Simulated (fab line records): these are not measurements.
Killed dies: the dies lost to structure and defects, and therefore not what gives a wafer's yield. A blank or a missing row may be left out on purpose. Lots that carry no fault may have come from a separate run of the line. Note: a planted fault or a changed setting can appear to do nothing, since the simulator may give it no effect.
fab line records + flow rit-cmos
record
- lots=14
- wafers=38
- last-day=7
route steps=202 shown PLDD@123 SPACER@130 NSD@141 M1@198
lots that met no fault: taken from a fault-free run of the same line
start-h: start of the lot's first displayed wafer, in hours after the record's first day + wait-h: hours from the lot's prior step to this one + " identical to the entry in the row above + L1.1+2: a single row standing in for several wafers + - no value, or no start was given + * or withheld: withheld + < > ~ a bound
route shown NAME@n: names a module that has steps shown in the file, with the first one's number in the route + usual: mean/standard deviation taken from wafers without a fault + same: alike in all rows + chamber/n: place in a boat + sites: the reading at each site + _std_site: the standard deviation of these + _edge_site: the outer-site mean with the inner-site mean subtracted + radius-mm: how far each site lies from the wafer's centre + mask NAME#n: copy n + behind: the last tool/chamber to shape the wafer + hold: why the lot went on hold/how many hours it stayed there/how the hold came to an end + device: which transistor (n, p or np) failed to switch + end of line: tests of these same wafers at the route's end + a step without rows: its recipe alone + killed: at the first sort, the dies lost to defects and structure; wafer yield is something else + map: a wafer's dies, marking killed ones x, the rest . and places with no die _
set.NAME: the setting the step ran with; set.NAME@STEP: the setting that earlier step ran with + model.NAME: the simulator's own value behind a step, which no gauge read
route steps across a sampled set of lots; one table per step, one row per wafer
services: the hour from which a tool's chamber was out of use, counted from the record's first day as start-h (under 0 if before that day), plus the number of hours and why
## steps
# step RIT_PLDD_STRIP_09
# recipe
- chemistry=O2
- time-s=180
- resist=NOVOLAK
- platen-temp-c=withheld
- power-w=500
- pressure-mtorr=4000
- o2-flow-sccm=4000
# usual
- drypump-motor-current-A=5.6/0.55
- run-length-s=208.5/0.48
| lot.wafer | tool            | chamber | start-h | wait-h | drypump-motor-current-A | rf-hours-counter-h | run-length-s |
|-----------|-----------------|---------|---------|--------|-------------------------|--------------------|--------------|
| L761.2    | plasma-asher-02 | 1       | 52.46   | 0.1    | 5.5                     | 42                 | 208.0        |
| L761.3    | "               | 0       | "       | "      | 6.2                     | -                  | 208.2        |
| L761.5    | "               | 0       | "       | "      | 6.2                     | -                  | 208.2        |
| L763.1    | plasma-asher-01 | 0       | 63.56   | 0.1    | 4.9                     | 43                 | 208.5        |
| L763.4    | "               | 1       | "       | "      | 5.0                     | -                  | 209.0        |
| L763.6    | "               | 1       | "       | "      | 5.0                     | -                  | 208.5        |
| L764.3    | plasma-asher-02 | 0       | 66.45   | 0.1    | 6.2                     | -                  | 208.8        |
| L764.5    | "               | 1       | "       | "      | 5.5                     | -                  | 207.6        |
| L764.6    | "               | 0       | "       | "      | 6.2                     | -                  | 209.1        |
| L766.1    | plasma-asher-01 | 0       | 77.15   | 0.1    | 4.9                     | 45                 | 207.9        |
| L766.3    | "               | 1       | "       | "      | 5.0                     | -                  | 208.8        |
| L766.6    | "               | 1       | "       | "      | 5.0                     | -                  | 208.7        |
| L767.1    | plasma-asher-01 | 0       | 85.04   | 0.1    | 4.9                     | 45                 | 208.1        |
| L767.4    | "               | 0       | "       | "      | 4.9                     | -                  | 207.8        |
| L767.6    | "               | 0       | "       | "      | 4.9                     | -                  | 207.9        |
| L769.1    | plasma-asher-02 | 0       | 93.44   | 0.1    | 6.2                     | 46                 | 208.2        |
| L771.4    | plasma-asher-01 | 1       | 107.27  | 0.1    | 5.0                     | -                  | 208.5        |
| L773.2    | plasma-asher-02 | 1       | 114.12  | 0.1    | 5.5                     | 49                 | 208.3        |
| L773.3    | "               | 0       | "       | "      | 6.2                     | -                  | 208.3        |
| L773.5    | "               | 1       | "       | "      | 5.5                     | -                  | 207.6        |
| L775.1    | plasma-asher-03 | 1       | 124.24  | 0.1    | 5.8                     | 32                 | 209.5        |
| L775.4    | "               | 0       | "       | "      | 6.3                     | -                  | 208.7        |
| L775.5    | "               | 0       | "       | "      | 6.3                     | -                  | 208.4        |
| L778.1    | plasma-asher-03 | 1       | 138.83  | 0.1    | 5.8                     | 34                 | 209.5        |
| L778.5    | "               | 1       | "       | "      | 5.8                     | -                  | 209.3        |
| L778.6    | "               | 0       | "       | "      | 6.3                     | -                  | 208.9        |
| L780.1    | plasma-asher-01 | 1       | 149.00  | 0.1    | 5.0                     | 3                  | 209.0        |
| L780.3    | "               | 0       | "       | "      | 5.0                     | -                  | 207.8        |
| L780.5    | "               | 1       | "       | "      | 5.0                     | -                  | 208.6        |
| L781.1    | plasma-asher-01 | 1       | 152.68  | 0.1    | 5.0                     | 4                  | 208.6        |
| L781.2    | "               | 0       | "       | "      | 5.0                     | 4                  | 208.1        |
| L781.5    | "               | 0       | "       | "      | 5.0                     | -                  | 207.8        |
| L782.1    | plasma-asher-03 | 0       | 155.88  | 0.1    | 6.3                     | 36                 | 208.8        |
| L782.5    | "               | 1       | "       | "      | 5.8                     | -                  | 209.0        |
| L782.6    | "               | 0       | "       | "      | 6.3                     | -                  | 208.5        |
| L783.1    | plasma-asher-01 | 0       | 163.86  | 0.1    | 5.0                     | 5                  | 208.1        |
| L783.3    | "               | 0       | "       | "      | 4.9                     | -                  | 208.1        |
| L783.5    | "               | 0       | "       | "      | 5.0                     | -                  | 208.2        |
# step RIT_SPACER_ETCHBACK_05
# recipe
- target-depth-a=2500
- SF6_flow_sccm=30
- CHF3_flow_sccm=30
- target=Si3N4
- chemistry=SF6/CHF3
- pressure-mtorr=40
- rf-w=252.5
- time-s=240
- stop-on=SiO2
# usual
- drypump-motor-current-A=5.7/0.38
- oes-product-au=0.850/0.012
- throttle-valve-pct=10.31/0.16
| lot.wafer | tool        | chamber | start-h | wait-h | drypump-motor-current-A | oes-product-au | rf-hours-counter-h | throttle-valve-pct |
|-----------|-------------|---------|---------|--------|-------------------------|----------------|--------------------|--------------------|
| L761.2    | rie-diel-03 | 0       | 56.20   | 0.0    | 6.0                     | 0.849          | 147                | 10.47              |
| L761.3    | "           | 2       | "       | "      | 5.5                     | 0.843          | 19                 | 10.29              |
| L761.5    | "           | 0       | "       | "      | 6.0                     | 0.840          | -                  | 10.48              |
| L763.1    | rie-diel-01 | 0       | 66.14   | 0.1    | 6.2                     | 0.853          | 149                | 10.45              |
| L763.4    | "           | 3       | "       | "      | 5.6                     | 0.840          | 147                | 10.29              |
| L763.6    | "           | 3       | "       | "      | 5.6                     | 0.833          | -                  | 10.27              |
| L764.3    | rie-diel-03 | 3       | 69.42   | 0.0    | 5.8                     | 0.839          | 30                 | 10.28              |
| L764.5    | "           | 2       | "       | "      | 5.6                     | 0.840          | -                  | 10.29              |
| L764.6    | "           | 1       | "       | "      | 5.5                     | 0.847          | -                  | 10.43              |
| L766.1    | rie-diel-02 | 3       | 80.05   | 0.1    | 5.6                     | 0.851          | 10                 | 10.41              |
| L766.3    | "           | 0       | "       | "      | 6.4                     | 0.861          | 48                 | 10.05              |
| L766.6    | "           | 0       | "       | "      | 6.4                     | 0.863          | -                  | 10.06              |
| L767.1    | rie-diel-02 | 1       | 87.62   | 0.1    | 5.7                     | 0.849          | 21                 | 10.10              |
| L767.4    | "           | 3       | "       | "      | 5.6                     | 0.842          | 10                 | 10.40              |
| L767.6    | "           | 2       | "       | "      | 5.0                     | 0.870          | -                  | 10.23              |
| L769.1    | rie-diel-02 | 1       | 96.02   | 0.1    | 5.7                     | 0.831          | 21                 | 10.07              |
| L771.4    | rie-diel-02 | 0       | 110.89  | 0.1    | 6.4                     | 0.841          | -                  | 10.04              |
| L773.2    | rie-diel-01 | 3       | 116.70  | 0.0    | 5.6                     | 0.831          | 147                | 10.28              |
| L773.3    | "           | 1       | "       | "      | 5.7                     | 0.837          | 87                 | 10.58              |
| L773.5    | "           | 3       | "       | "      | 5.7                     | 0.830          | -                  | 10.26              |
| L775.1    | rie-diel-02 | 2       | 126.85  | 0.1    | 5.0                     | 0.860          | 28                 | 10.25              |
| L775.4    | "           | 0       | "       | "      | 6.4                     | 0.850          | 48                 | 10.06              |
| L775.5    | "           | 1       | "       | "      | 5.7                     | 0.852          | -                  | 10.09              |
| L778.1    | rie-diel-03 | 3       | 141.90  | 0.1    | 5.8                     | 0.862          | 31                 | 10.27              |
| L778.5    | "           | 0       | "       | "      | 6.0                     | 0.846          | -                  | 10.48              |
| L778.6    | "           | 1       | "       | "      | 5.5                     | 0.865          | -                  | 10.41              |
| L780.1    | rie-diel-02 | 2       | 151.58  | 0.1    | 5.0                     | 0.861          | 28                 | 10.24              |
| L780.3    | "           | 0       | "       | "      | 6.4                     | 0.857          | 49                 | 10.05              |
| L780.5    | "           | 2       | "       | "      | 5.0                     | 0.857          | -                  | 10.24              |
| L781.1    | rie-diel-03 | 0       | 155.26  | 0.1    | 6.0                     | 0.837          | 149                | 10.48              |
| L781.2    | "           | 1       | "       | "      | 5.6                     | 0.842          | 61                 | 10.42              |
| L781.5    | "           | 1       | "       | "      | 5.5                     | 0.856          | -                  | 10.41              |
| L782.1    | rie-diel-03 | 2       | 158.49  | 0.1    | 5.5                     | 0.839          | 21                 | 10.30              |
| L782.5    | "           | 2       | "       | "      | 5.5                     | 0.839          | -                  | 10.30              |
| L782.6    | "           | 1       | "       | "      | 5.5                     | 0.853          | -                  | 10.42              |
| L783.1    | rie-diel-02 | 3       | 166.44  | 0.1    | 5.6                     | 0.852          | 12                 | 10.39              |
| L783.3    | "           | 2       | "       | "      | 5.0                     | 0.854          | 29                 | 10.24              |
| L783.5    | "           | 3       | "       | "      | 5.6                     | 0.841          | -                  | 10.40              |
# step RIT_NSD_TW_MEAS_10
# usual
- NSD_TW=3124/15
| lot.wafer | tool          | chamber | start-h | wait-h | NSD_TW |
|-----------|---------------|---------|---------|--------|--------|
| L761.2    | film-metro-02 | -       | 57.72   | 0.1    | 3098   |
| L761.3    | "             | -       | "       | "      | 3130   |
| L761.5    | "             | -       | "       | "      | 3126   |
| L763.1    | film-metro-01 | -       | 67.77   | 0.1    | 3119   |
| L763.4    | "             | -       | "       | "      | 3121   |
| L763.6    | "             | -       | "       | "      | 3112   |
| L764.3    | film-metro-01 | -       | 70.95   | 0.1    | 3124   |
| L764.5    | "             | -       | "       | "      | 3145   |
| L764.6    | "             | -       | "       | "      | 3127   |
| L766.1    | film-metro-03 | -       | 81.57   | 0.1    | 3147   |
| L766.3    | "             | -       | "       | "      | 3124   |
| L766.6    | "             | -       | "       | "      | 3123   |
| L767.1    | film-metro-02 | -       | 89.92   | 0.1    | 3129   |
| L767.4    | "             | -       | "       | "      | 3160   |
| L767.6    | "             | -       | "       | "      | 3147   |
| L769.1    | film-metro-01 | -       | 97.65   | 0.1    | 3114   |
| L771.4    | film-metro-02 | -       | 112.55  | 0.1    | 3123   |
| L773.2    | film-metro-01 | -       | 118.34  | 0.1    | 3108   |
| L773.3    | "             | -       | "       | "      | 3110   |
| L773.5    | "             | -       | "       | "      | 3099   |
| L775.1    | film-metro-02 | -       | 128.36  | 0.1    | 3130   |
| L775.4    | "             | -       | "       | "      | 3116   |
| L775.5    | "             | -       | "       | "      | 3123   |
| L778.1    | film-metro-03 | -       | 143.49  | 0.1    | 3141   |
| L778.5    | "             | -       | "       | "      | 3137   |
| L778.6    | "             | -       | "       | "      | 3138   |
| L780.1    | film-metro-03 | -       | 153.09  | 0.1    | 3108   |
| L780.3    | "             | -       | "       | "      | 3109   |
| L780.5    | "             | -       | "       | "      | 3080   |
| L781.1    | film-metro-03 | -       | 156.77  | 0.1    | 3116   |
| L781.2    | "             | -       | "       | "      | 3101   |
| L781.5    | "             | -       | "       | "      | 3112   |
| L782.1    | film-metro-03 | -       | 160.28  | 0.1    | 3140   |
| L782.5    | "             | -       | "       | "      | 3106   |
| L782.6    | "             | -       | "       | "      | 3115   |
| L783.1    | film-metro-01 | -       | 168.07  | 0.1    | 3115   |
| L783.3    | "             | -       | "       | "      | 3107   |
| L783.5    | "             | -       | "       | "      | 3107   |
# step RIT_M1_STRIP_14
# recipe
- chemistry=O2
- time-s=180
- platen-temp-c=withheld
- power-w=500
- pressure-mtorr=4000
- o2-flow-sccm=4000
# usual
- drypump-motor-current-A=5.8/0.48
- run-length-s=208.6/0.53
| lot.wafer | tool            | chamber | start-h | wait-h | drypump-motor-current-A | rf-hours-counter-h | run-length-s |
|-----------|-----------------|---------|---------|--------|-------------------------|--------------------|--------------|
| L761.2    | plasma-asher-01 | 1       | 65.48   | 0.0    | 5.0                     | 44                 | 208.7        |
| L761.3    | "               | 0       | "       | "      | 4.9                     | -                  | 207.8        |
| L761.5    | "               | 0       | "       | "      | 4.9                     | -                  | 208.4        |
| L763.1    | plasma-asher-03 | 1       | 75.56   | 0.0    | 5.8                     | 27                 | 209.3        |
| L763.4    | "               | 0       | "       | "      | 6.3                     | -                  | 208.9        |
| L763.6    | "               | 1       | "       | "      | 5.8                     | -                  | 209.0        |
| L764.3    | plasma-asher-02 | 1       | 78.60   | 0.1    | 5.5                     | -                  | 207.6        |
| L764.5    | "               | 0       | "       | "      | 6.2                     | -                  | 208.6        |
| L764.6    | "               | 1       | "       | "      | 5.5                     | -                  | 207.8        |
| L766.1    | plasma-asher-03 | 0       | 89.88   | 0.0    | 6.3                     | 29                 | 208.5        |
| L766.3    | "               | 1       | "       | "      | 5.8                     | -                  | 209.1        |
| L766.6    | "               | 1       | "       | "      | 5.8                     | -                  | 209.4        |
| L767.1    | plasma-asher-02 | 1       | 97.41   | 0.0    | 5.5                     | 47                 | 207.6        |
| L767.4    | "               | 0       | "       | "      | 6.2                     | -                  | 208.3        |
| L767.6    | "               | 1       | "       | "      | 5.5                     | -                  | 207.7        |
| L769.1    | plasma-asher-02 | 1       | 121.40  | 0.0    | 5.5                     | 48                 | 213.4        |
| L771.4    | plasma-asher-02 | 1       | 124.03  | 0.1    | 5.5                     | -                  | 213.6        |
| L773.2    | plasma-asher-03 | 0       | 126.35  | 0.0    | 6.3                     | 32                 | 209.1        |
| L773.3    | "               | 0       | "       | "      | 6.3                     | -                  | 208.7        |
| L773.5    | "               | 1       | "       | "      | 5.8                     | -                  | 209.0        |
| L775.1    | plasma-asher-03 | 0       | 135.77  | 0.0    | 6.3                     | 33                 | 208.6        |
| L775.4    | "               | 0       | "       | "      | 6.3                     | -                  | 208.4        |
| L775.5    | "               | 0       | "       | "      | 6.3                     | -                  | 208.7        |
| L778.1    | plasma-asher-03 | 0       | 150.75  | 0.0    | 6.3                     | 35                 | 208.9        |
| L778.5    | "               | 1       | "       | "      | 5.8                     | -                  | 209.2        |
| L778.6    | "               | 0       | "       | "      | 6.3                     | -                  | 209.1        |
| L780.1    | plasma-asher-03 | 1       | 160.66  | 0.0    | 5.8                     | 36                 | 208.9        |
| L780.3    | "               | 1       | "       | "      | 5.8                     | -                  | 209.0        |
| L780.5    | "               | 1       | "       | "      | 5.8                     | -                  | 209.5        |
| L781.1    | plasma-asher-03 | 1       | 164.60  | 0.0    | 5.8                     | 37                 | 209.8        |
| L781.2    | "               | 0       | "       | "      | 6.3                     | 37                 | 208.7        |
| L781.5    | "               | 0       | "       | "      | 6.3                     | -                  | 209.0        |
| L782.1    | plasma-asher-03 | 0       | 168.07  | 0.0    | 6.3                     | 37                 | 208.5        |
| L782.5    | "               | 0       | "       | "      | 6.3                     | -                  | 209.1        |
| L782.6    | "               | 1       | "       | "      | 5.8                     | -                  | 208.9        |
| L783.1    | plasma-asher-01 | 1       | 175.84  | 0.0    | 5.0                     | 7                  | 208.6        |
| L783.3    | "               | 1       | "       | "      | 5.0                     | -                  | 208.9        |
| L783.5    | "               | 0       | "       | "      | 4.9                     | -                  | 207.9        |
# step RIT_M1_PROBE_99
# usual
- killed-at-contacts=0.0/0.18
- killed-at-front-end=7/3.4
- killed-dies=7/3.4
- killed-open=3.4/2
- killed-short=3.6/2.1
# same
- gross-dies=264
- killed_at_M0_to_M3=0
- killed_at_M4_up=0
- killed-at-back-side=0
- killed-at-other=0
| lot.wafer | tool      | chamber | start-h | wait-h | killed-at-contacts | killed-at-front-end | killed-dies | killed-open | killed-short |
|-----------|-----------|---------|---------|--------|--------------------|---------------------|-------------|-------------|--------------|
| L761.2    | prober-01 | -       | 67.45   | 0.1    | 0                  | 9                   | 9           | 3           | 6            |
| L761.3    | prober-01 | -       | 67.50   | 0.2    | 0                  | 11                  | 11          | 6           | 5            |
| L761.5    | prober-01 | -       | 67.60   | 0.2    | 0                  | 10                  | 10          | 4           | 6            |
| L763.1    | prober-01 | -       | 77.47   | 0.1    | 0                  | 5                   | 5           | 2           | 3            |
| L763.4    | prober-01 | -       | 77.62   | 0.2    | 0                  | 10                  | 10          | 8           | 2            |
| L763.6    | prober-01 | -       | 77.72   | 0.2    | 0                  | 6                   | 6           | 3           | 3            |
| L764.3    | prober-02 | -       | 80.56   | 0.2    | 0                  | 9                   | 9           | 4           | 5            |
| L764.5    | prober-02 | -       | 80.66   | 0.2    | 0                  | 9                   | 9           | 2           | 7            |
| L764.6    | prober-02 | -       | 80.71   | 0.2    | 0                  | 5                   | 5           | 2           | 3            |
| L766.1    | prober-02 | -       | 91.79   | 0.1    | 0                  | 5                   | 5           | 2           | 3            |
| L766.3    | prober-02 | -       | 91.89   | 0.2    | 0                  | 8                   | 8           | 4           | 4            |
| L766.6    | prober-02 | -       | 92.04   | 0.2    | 0                  | 2                   | 2           | 2           | 0            |
| L767.1    | prober-01 | -       | 99.33   | 0.1    | 0                  | 8                   | 8           | 3           | 5            |
| L767.4    | prober-01 | -       | 99.48   | 0.2    | 1                  | 12                  | 13          | 7           | 6            |
| L767.6    | prober-01 | -       | 99.58   | 0.2    | 0                  | 5                   | 5           | 1           | 4            |
| L769.1    | prober-01 | -       | 123.32  | 0.1    | 0                  | 10                  | 10          | 6           | 4            |
| L771.4    | prober-01 | -       | 126.03  | 0.2    | 0                  | 7                   | 7           | 3           | 4            |
| L773.2    | prober-02 | -       | 128.31  | 0.1    | 0                  | 5                   | 5           | 4           | 1            |
| L773.3    | prober-02 | -       | 128.36  | 0.2    | 0                  | 11                  | 11          | 5           | 6            |
| L773.5    | prober-02 | -       | 128.46  | 0.2    | 0                  | 14                  | 14          | 8           | 6            |
| L775.1    | prober-02 | -       | 137.69  | 0.1    | 0                  | 7                   | 7           | 3           | 4            |
| L775.4    | prober-02 | -       | 137.84  | 0.2    | 0                  | 7                   | 7           | 3           | 4            |
| L775.5    | prober-02 | -       | 137.89  | 0.2    | 0                  | 11                  | 11          | 7           | 4            |
| L778.1    | prober-02 | -       | 152.74  | 0.1    | 0                  | 1                   | 1           | 1           | 0            |
| L778.5    | prober-02 | -       | 152.94  | 0.2    | 0                  | 4                   | 4           | 1           | 3            |
| L778.6    | prober-02 | -       | 152.99  | 0.2    | 0                  | 4                   | 4           | 1           | 3            |
| L780.1    | prober-02 | -       | 162.57  | 0.1    | 0                  | 10                  | 10          | 6           | 4            |
| L780.3    | prober-02 | -       | 162.67  | 0.2    | 0                  | 2                   | 2           | 0           | 2            |
| L780.5    | prober-02 | -       | 162.77  | 0.2    | 0                  | 2                   | 2           | 1           | 1            |
| L781.1    | prober-01 | -       | 166.52  | 0.1    | 0                  | 8                   | 8           | 5           | 3            |
| L781.2    | prober-01 | -       | 166.57  | 0.1    | 0                  | 5                   | 5           | 5           | 0            |
| L781.5    | prober-01 | -       | 166.72  | 0.2    | 0                  | 1                   | 1           | 1           | 0            |
| L782.1    | prober-02 | -       | 169.99  | 0.1    | 0                  | 7                   | 7           | 5           | 2            |
| L782.5    | prober-02 | -       | 170.19  | 0.2    | 0                  | 12                  | 12          | 3           | 9            |
| L782.6    | prober-02 | -       | 170.24  | 0.2    | 0                  | 7                   | 7           | 4           | 3            |
| L783.1    | prober-01 | -       | 177.76  | 0.1    | 0                  | 12                  | 12          | 7           | 5            |
| L783.3    | prober-01 | -       | 177.86  | 0.2    | 0                  | 5                   | 5           | 1           | 4            |
| L783.5    | prober-01 | -       | 177.96  | 0.2    | 1                  | 6                   | 7           | 4           | 3            |
# killed by level:class
L761.2 FOX1:geometric-particle:short=2 SPACER:geometric-particle:short=2 FOX2:geometric-particle:open=1 GATE:geometric-particle:short=1 GATE:geometric-particle:open=1 SPACER:geometric-particle:open=1 SILICIDE:geometric-particle:short=1
L761.3 FOX1:geometric-particle:open=2 GATE:geometric-particle:short=2 SPACER:geometric-particle:short=2 SILICIDE:geometric-particle:open=2 FOX2:geometric-particle:open=1 SPACER:geometric-particle:open=1 SILICIDE:geometric-particle:short=1
L761.5 SILICIDE:geometric-particle:open=3 GATE:geometric-particle:short=2 SILICIDE:geometric-particle:short=2 FOX1:geometric-particle:short=1 FOX1:geometric-particle:open=1 FOX2:geometric-particle:short=1
L763.1 SILICIDE:geometric-particle:open=2 FOX1:geometric-particle:short=1 GATE:geometric-particle:short=1 SILICIDE:geometric-particle:short=1
L763.4 GATE:geometric-particle:open=3 REOX:geometric-particle:open=2 SPACER:geometric-particle:open=2 GATE:geometric-particle:short=1 SILICIDE:geometric-particle:open=1 SILICIDE:geometric-particle:short=1
L763.6 FOX1:geometric-particle:open=2 ACTIVE:geometric-particle:short=1 GATE:geometric-particle:open=1 REOX:geometric-particle:short=1 SILICIDE:geometric-particle:short=1
L764.3 REOX:geometric-particle:short=3 GATE:geometric-particle:open=2 FOX2:geometric-particle:open=1 GATE:geometric-particle:short=1 REOX:geometric-particle:open=1 SILICIDE:geometric-particle:short=1
L764.5 GATE:geometric-particle:short=4 SILICIDE:geometric-particle:short=2 FOX2:geometric-particle:short=1 GATE:geometric-particle:open=1 SPACER:geometric-particle:open=1
L764.6 GATE:geometric-particle:open=2 REOX:geometric-particle:short=2 GATE:geometric-particle:short=1
L766.1 FOX2:geometric-particle:short=1 GATE:geometric-particle:open=1 GATE:geometric-particle:short=1 REOX:geometric-particle:short=1 SILICIDE:geometric-particle:open=1
L766.3 GATE:geometric-particle:short=3 GATE:geometric-particle:open=2 FOX1:geometric-particle:short=1 FOX1:geometric-particle:open=1 REOX:geometric-particle:open=1
L766.6 GATE:geometric-particle:open=2
L767.1 GATE:geometric-particle:open=2 SPACER:geometric-particle:short=2 FOX2:geometric-particle:short=1 GATE:geometric-particle:short=1 REOX:geometric-particle:open=1 SILICIDE:geometric-particle:short=1
L767.4 GATE:geometric-particle:short=4 GATE:geometric-particle:open=2 SPACER:geometric-particle:short=2 SILICIDE:geometric-particle:open=2 FOX2:geometric-particle:open=1 SPACER:geometric-particle:open=1 CONTACT:geometric-particle:open=1
L767.6 REOX:geometric-particle:short=2 FOX2:geometric-particle:short=1 REOX:geometric-particle:open=1 SILICIDE:geometric-particle:short=1
L769.1 REOX:geometric-particle:open=3 FOX1:geometric-particle:open=2 SILICIDE:geometric-particle:short=2 GATE:geometric-particle:open=1 REOX:geometric-particle:short=1 SPACER:geometric-particle:short=1
L771.4 REOX:geometric-particle:short=3 SILICIDE:geometric-particle:open=2 GATE:geometric-particle:open=1 GATE:geometric-particle:short=1
L773.2 GATE:geometric-particle:open=2 FOX2:geometric-particle:open=1 FOX2:geometric-particle:short=1 SPACER:geometric-particle:open=1
L773.3 FOX2:geometric-particle:open=3 FOX1:geometric-particle:short=2 FOX2:geometric-particle:short=2 GATE:geometric-particle:short=2 FOX1:geometric-particle:open=1 GATE:geometric-particle:open=1
L773.5 GATE:geometric-particle:short=4 GATE:geometric-particle:open=4 FOX1:geometric-particle:open=2 FOX1:geometric-particle:short=1 FOX2:geometric-particle:short=1 REOX:geometric-particle:open=1 SILICIDE:geometric-particle:open=1
L775.1 GATE:geometric-particle:short=3 GATE:geometric-particle:open=2 REOX:geometric-particle:open=1 SPACER:geometric-particle:short=1
L775.4 FOX1:geometric-particle:open=2 FOX1:geometric-particle:short=1 FOX2:geometric-particle:short=1 REOX:geometric-particle:short=1 SPACER:geometric-particle:short=1 SILICIDE:geometric-particle:open=1
L775.5 GATE:geometric-particle:open=5 GATE:geometric-particle:short=3 FOX1:geometric-particle:open=1 SPACER:geometric-particle:short=1 SPACER:geometric-particle:open=1
L778.1 GATE:geometric-particle:open=1
L778.5 GATE:geometric-particle:short=2 FOX1:geometric-particle:open=1 SPACER:geometric-particle:short=1
L778.6 GATE:geometric-particle:short=2 GATE:geometric-particle:open=1 SPACER:geometric-particle:short=1
L780.1 GATE:geometric-particle:open=2 SPACER:geometric-particle:open=2 FOX1:geometric-particle:short=1 FOX2:geometric-particle:open=1 GATE:geometric-particle:short=1 REOX:geometric-particle:short=1 SILICIDE:geometric-particle:short=1 SILICIDE:geometric-particle:open=1
L780.3 FOX2:geometric-particle:short=1 SPACER:geometric-particle:short=1
L780.5 REOX:geometric-particle:short=1 SILICIDE:geometric-particle:open=1
L781.1 REOX:geometric-particle:open=2 SILICIDE:geometric-particle:short=2 FOX1:geometric-particle:open=1 FOX2:geometric-particle:open=1 FOX2:geometric-particle:short=1 GATE:geometric-particle:open=1
L781.2 SPACER:geometric-particle:open=2 FOX1:geometric-particle:open=1 REOX:geometric-particle:open=1 SILICIDE:geometric-particle:open=1
L781.5 GATE:geometric-particle:open=1
L782.1 GATE:geometric-particle:open=2 FOX1:geometric-particle:open=1 FOX2:geometric-particle:open=1 GATE:geometric-particle:short=1 SPACER:geometric-particle:short=1 SPACER:geometric-particle:open=1
L782.5 GATE:geometric-particle:short=3 SPACER:geometric-particle:short=3 FOX2:geometric-particle:short=2 GATE:geometric-particle:open=2 SPACER:geometric-particle:open=1 SILICIDE:geometric-particle:short=1
L782.6 GATE:geometric-particle:open=3 FOX1:geometric-particle:short=1 FOX2:geometric-particle:short=1 REOX:geometric-particle:short=1 SPACER:geometric-particle:open=1
L783.1 GATE:geometric-particle:short=3 GATE:geometric-particle:open=2 REOX:geometric-particle:open=2 FOX1:geometric-particle:open=1 SPACER:geometric-particle:open=1 SPACER:geometric-particle:short=1 SILICIDE:geometric-particle:open=1 SILICIDE:geometric-particle:short=1
L783.3 GATE:geometric-particle:short=2 FOX1:geometric-particle:short=1 FOX1:geometric-particle:open=1 SILICIDE:geometric-particle:short=1
L783.5 GATE:geometric-particle:short=3 GATE:geometric-particle:open=2 FOX1:geometric-particle:open=1 CONTACT:geometric-particle:open=1
## services
| tool            | chamber | start-h | hours | kind           |
|-----------------|---------|---------|-------|----------------|
| plasma-asher-01 | -       | 40.16   | 3.9   | repair         |
| plasma-asher-02 | -       | 52.80   | 3.8   | repair         |
| rie-diel-02     | -       | 55.07   | 14.6  | pm             |
| rie-diel-03     | -       | 82.43   | 2.8   | pm             |
| plasma-asher-03 | -       | 101.48  | 7.2   | repair         |
| rie-diel-03     | -       | 106.56  | 2.4   | repair         |
| rie-diel-02     | 0       | 107.41  | 2.8   | repair         |
| plasma-asher-01 | -       | 108.75  | 9.0   | pm             |
| plasma-asher-01 | 0       | 108.75  | 9.0   | vent-cycle     |
| plasma-asher-01 | 1       | 108.75  | 9.0   | vent-cycle     |
| rie-diel-02     | 2       | 109.11  | 2.0   | repair         |
| plasma-asher-01 | 0       | 117.75  | -     | clean          |
| plasma-asher-01 | 1       | 117.75  | -     | clean          |
| rie-diel-01     | 0       | 131.28  | 3.5   | repair         |
| rie-diel-01     | 0       | 144.45  | -     | clean          |
| rie-diel-01     | 0       | 144.45  | 23.7  | scheduled-down |
| rie-diel-01     | 0       | 144.45  | 23.7  | vent-cycle     |
| rie-diel-01     | 3       | 159.20  | 14.4  | repair         |
| rie-diel-02     | 3       | 160.69  | 3.3   | repair         |
| rie-diel-03     | 0       | 162.11  | -     | clean          |
| rie-diel-03     | 3       | 163.02  | 8.7   | repair         |
## key
first-sign
- step=RIT_M1_STRIP_14
- reading=run-length-s
- direction=up
- sigmas=9.3
- usual=*
- struck=*
effect none on later readings
met-at RIT_M1_STRIP_14
struck-lots L769,L771
struck-wafers L769.1,L771.4
tester-left-out L769,L771
not-acting-at RIT_PLDD_STRIP_09,RIT_SPACER_ETCHBACK_05,RIT_NSD_TW_MEAS_10
onset-between 97.41 121.40
earlier-fault
- kind=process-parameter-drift
- tool=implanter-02
- chamber=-
- onset-h=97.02
- steps=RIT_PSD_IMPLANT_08
- channel=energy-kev
- offset=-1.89
- shape=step
- end-h=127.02
- acts-in=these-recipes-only
- stated=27
fault
- kind=process-parameter-drift
- tool=plasma-asher-02
- chamber=1
- onset-h=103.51
- steps=RIT_M1_STRIP_14
- channel=time-s
- offset=*
- shape=step
- acts-in=*
- stated=*
# tester-left-out: of these lots the tester's yield and bins aren't shown, on N5 and GAA mostly nor the transistor test; their killed dies are dies lost to structure and defects alone, not to doping, threshold or leakage, so they don't give the yield
